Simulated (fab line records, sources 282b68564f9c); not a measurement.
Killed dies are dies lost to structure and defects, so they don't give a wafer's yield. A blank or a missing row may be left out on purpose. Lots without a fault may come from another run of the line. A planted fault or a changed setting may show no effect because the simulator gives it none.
Problem report in the 8D (eight disciplines) form, filled by code | flow rit_cmos | the parts of the form that need people (team, actions taken, sign-off) are left out

1. THE PROBLEM
beam_energy_keV at RIT_NRETRO_IMPLANT_08 reads a mean of 67.598 on 9 wafers of 3 lots; wafers without a fault read 70.000 with a standard deviation of 0.023. That is -99 or more standard deviations from the usual mean.
First seen on wafer L953.2, day 4 03:37, on implanter-03. The record holds 45 wafers of 15 lots with a number at this step. Rule for "out", or "out of limits": more than 4 standard deviations from the usual mean. The other wafers with a number count as sound.

2. WHAT IT IS AND WHAT IT IS NOT
question                    | is                     | is not
which readings at this step | beam_energy_keV        | -
which lots                  | L953, L954, L957       | L945, L946, L947, L948, L949, L950, L958, L963, L964, L965, L966, L967
which wafers of those lots  | all that have a number | -
read on which tools         | implanter-03           | implanter-01, implanter-04
when                        | from day 4 03:37       | up to then (18 sound wafers); but 18 sound wafers of L958, L963, L964, L965, L966, L967 came after

3. SUSPECTS, AND WHAT RULES EACH OUT
Counting: a tool at a process step up to the reading stays a suspect if it ran every lot that is out and no sound lot after the first of them.
- implanter-03 at RIT_NRETRO_IMPLANT_08: kept. It ran every lot that is out, first L953 (day 4 03:37), and no sound lot after that; its last sound lot up to then is L950 (day 3 14:50). Its own readings are out on those wafers: beam_energy_keV.
Left after counting: implanter-03 at RIT_NRETRO_IMPLANT_08.

4. THE CAUSE (what the simulator had put in)
Process parameter drift: implanter-03, from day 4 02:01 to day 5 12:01, at RIT_NRETRO_IMPLANT_08. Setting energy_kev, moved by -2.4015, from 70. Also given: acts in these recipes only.
Counting left only this tool.

5. THE CHAIN OF EFFECTS, in route order
Each row: a reading whose mean over the struck wafers that have a number lies more than 3 standard deviations from the usual. Only readings for which the record gives a usual standard deviation are gone through. hours: the time from each lot's start at the first step in this table that gives one to its start at this step, as a median over the lots. sigmas: the change in usual standard deviations.
hours | step                  | reading         | usual  | on struck wafers | change | sigmas
0     | RIT_NRETRO_IMPLANT_08 | beam_energy_keV | 70.000 | 67.598           | -2.402 | -99 or more
The process steps in it:
- RIT_NRETRO_IMPLANT_08

6. WHAT WOULD HAVE CAUGHT IT SOONER
In this record the first reading out of limits was taken at day 4 03:37, 2 hours after the fault began at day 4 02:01.
